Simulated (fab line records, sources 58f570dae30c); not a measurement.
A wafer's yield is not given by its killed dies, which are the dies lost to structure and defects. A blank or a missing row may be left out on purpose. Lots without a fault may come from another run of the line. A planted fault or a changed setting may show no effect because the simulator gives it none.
Shared-tool check || flow berkeleyCmos170 || Lots sampled 15, wafers sampled 54

## WHY IT WAS OPENED
UCB170_SDANNEAL_RS_MEAS_04, reading PLDD_RS: flagged on 3 of 15 lots. Fault-free wafers read 1030.9 ohm/sq, with a standard deviation of 2.7.
Rule: a lot is flagged in two cases, either no wafer of it has a number, or all its wafers with numbers fall more than 4 standard deviations from that mean. The rest of the lots are taken to be sound.

{"lot": "L625", "measured": "day 8 03:04", "on": "filmMetro-02", "PLDD_RS (ohm/sq), wafer by wafer": "1030.3 1034.2 1036.2", "flag": ""}
{"lot": "L624", "measured": "day 8 03:38", "on": "filmMetro-02", "PLDD_RS (ohm/sq), wafer by wafer": "1027.5 1029.5 1031.6", "flag": ""}
{"lot": "L628", "measured": "day 8 11:46", "on": "filmMetro-04", "PLDD_RS (ohm/sq), wafer by wafer": "1031.6 1031.4 1025.5", "flag": ""}
{"lot": "L626", "measured": "day 8 12:14", "on": "filmMetro-04", "PLDD_RS (ohm/sq), wafer by wafer": "1032.3 1033.5 1037.1", "flag": ""}
{"lot": "L629", "measured": "day 9 06:03", "on": "filmMetro-04", "PLDD_RS (ohm/sq), wafer by wafer": "1031.5 1029.7 1031.6", "flag": ""}
{"lot": "L631", "measured": "day 9 10:19", "on": "filmMetro-02", "PLDD_RS (ohm/sq), wafer by wafer": "1036.7 1033.2 1036.3", "flag": ""}
{"lot": "L632", "measured": "day 9 11:20", "on": "filmMetro-02", "PLDD_RS (ohm/sq), wafer by wafer": "1009.1 1010.8 1014.1 1011.1 1012.1 1014.0", "flag": "FLAGGED"}
{"lot": "L635", "measured": "day 9 20:58", "on": "filmMetro-04", "PLDD_RS (ohm/sq), wafer by wafer": "1029.3 1029.8 1028.9", "flag": ""}
{"lot": "L633", "measured": "day 10 00:07", "on": "filmMetro-02", "PLDD_RS (ohm/sq), wafer by wafer": "1015.9 1016.5 1013.5 1015.6 1015.3 1012.1", "flag": "FLAGGED"}
{"lot": "L636", "measured": "day 10 14:01", "on": "filmMetro-03", "PLDD_RS (ohm/sq), wafer by wafer": "1010.8 1014.4 1014.5 1014.3 1014.9 1012.1", "flag": "FLAGGED"}
{"lot": "L637", "measured": "day 10 15:41", "on": "filmMetro-04", "PLDD_RS (ohm/sq), wafer by wafer": "1030.3 1029.6 1030.6", "flag": ""}
{"lot": "L641", "measured": "day 11 05:12", "on": "filmMetro-02", "PLDD_RS (ohm/sq), wafer by wafer": "1031.1 1033.0 1033.8", "flag": ""}
{"lot": "L640", "measured": "day 11 05:37", "on": "filmMetro-04", "PLDD_RS (ohm/sq), wafer by wafer": "1031.1 1028.7 1031.3", "flag": ""}
{"lot": "L644", "measured": "day 12 01:44", "on": "filmMetro-03", "PLDD_RS (ohm/sq), wafer by wafer": "1032.3 1029.5 1032.5", "flag": ""}
{"lot": "L647", "measured": "day 12 15:29", "on": "filmMetro-04", "PLDD_RS (ohm/sq), wafer by wafer": "1031.2 1026.9 1029.9", "flag": ""}
The numbers of the flagged lots are 1013.4 ohm/sq on average: -17.5 ohm/sq against the usual, or -6 standard deviations.

## EACH LOT AND THE TOOL IT RAN ON
The record holds 1 process step before the reading, out of a route of 331 steps. Every cell lists first the tool, next ch and the chambers used by the sampled wafers, and last the start.
{"lot": "L625", "flag": "", "UCB170_PLDD_IMPLANT_08": "implanter-01 ch 0, day 7 09:13"}
{"lot": "L624", "flag": "", "UCB170_PLDD_IMPLANT_08": "implanter-01 ch 0, day 7 08:30"}
{"lot": "L628", "flag": "", "UCB170_PLDD_IMPLANT_08": "implanter-01 ch 0, day 7 21:57"}
{"lot": "L626", "flag": "", "UCB170_PLDD_IMPLANT_08": "implanter-04 ch 0, day 7 21:41"}
{"lot": "L629", "flag": "", "UCB170_PLDD_IMPLANT_08": "implanter-01 ch 0, day 8 12:36"}
{"lot": "L631", "flag": "", "UCB170_PLDD_IMPLANT_08": "implanter-04 ch 0, day 8 19:55"}
{"lot": "L632", "flag": "FLAGGED", "UCB170_PLDD_IMPLANT_08": "implanter-01 ch 0, day 8 18:59"}
{"lot": "L635", "flag": "", "UCB170_PLDD_IMPLANT_08": "implanter-03 ch 0, day 9 06:51"}
{"lot": "L633", "flag": "FLAGGED", "UCB170_PLDD_IMPLANT_08": "implanter-01 ch 0, day 9 07:56"}
{"lot": "L636", "flag": "FLAGGED", "UCB170_PLDD_IMPLANT_08": "implanter-01 ch 0, day 10 01:15"}
{"lot": "L637", "flag": "", "UCB170_PLDD_IMPLANT_08": "implanter-03 ch 0, day 10 01:29"}
{"lot": "L641", "flag": "", "UCB170_PLDD_IMPLANT_08": "implanter-04 ch 0, day 10 15:25"}
{"lot": "L640", "flag": "", "UCB170_PLDD_IMPLANT_08": "implanter-03 ch 0, day 10 15:07"}
{"lot": "L644", "flag": "", "UCB170_PLDD_IMPLANT_08": "implanter-04 ch 0, day 11 13:20"}
{"lot": "L647", "flag": "", "UCB170_PLDD_IMPLANT_08": "implanter-04 ch 0, day 11 20:46"}
What is done by these steps:
- UCB170_PLDD_IMPLANT_08
- UCB170_SDANNEAL_RS_MEAS_04: measures by four-point-probe.

## FLAGGED AGAINST TOTAL, ONE TOOL AT A TIME (gauges that did the reading follow at the end)
{"step": "UCB170_PLDD_IMPLANT_08", "tool": "implanter-01", "lots run": 7, "flagged": 3, "share of the flagged lots": "all", "sound lots run after its first flagged lot": 0}
{"step": "UCB170_PLDD_IMPLANT_08", "tool": "implanter-03", "lots run": 3, "flagged": 0, "share of the flagged lots": "none", "sound lots run after its first flagged lot": "-"}
{"step": "UCB170_PLDD_IMPLANT_08", "tool": "implanter-04", "lots run": 5, "flagged": 0, "share of the flagged lots": "none", "sound lots run after its first flagged lot": "-"}
{"step": "UCB170_SDANNEAL_RS_MEAS_04", "tool": "filmMetro-02", "lots run": 6, "flagged": 2, "share of the flagged lots": "some", "sound lots run after its first flagged lot": "1 (L641)"}
{"step": "UCB170_SDANNEAL_RS_MEAS_04", "tool": "filmMetro-03", "lots run": 2, "flagged": 1, "share of the flagged lots": "some", "sound lots run after its first flagged lot": "1 (L644)"}
{"step": "UCB170_SDANNEAL_RS_MEAS_04", "tool": "filmMetro-04", "lots run": 7, "flagged": 0, "share of the flagged lots": "none", "sound lots run after its first flagged lot": "-"}

## WHAT THE TABLE ALLOWS
In the table, 1 row covers all flagged lots: implanter-01 at UCB170_PLDD_IMPLANT_08.
- implanter-01 at UCB170_PLDD_IMPLANT_08 ran 7 lots, 3 of them flagged. Last sound lot L629 at day 8 12:36, first flagged lot L632 at day 8 18:59; a fault beginning in between fits. Its own readings (doseIonsCm2) fall more than 4 standard deviations out on all wafers of the flagged lots.
Left over: one tool, implanter-01 at UCB170_PLDD_IMPLANT_08.

## WHAT THE SIMULATOR PUT IN
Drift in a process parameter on implanter-01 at UCB170_PLDD_IMPLANT_08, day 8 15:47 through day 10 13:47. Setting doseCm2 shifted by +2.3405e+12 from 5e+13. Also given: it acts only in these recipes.
Shown lots that were struck: L632, L633, L636. The rule above reached the same finding.
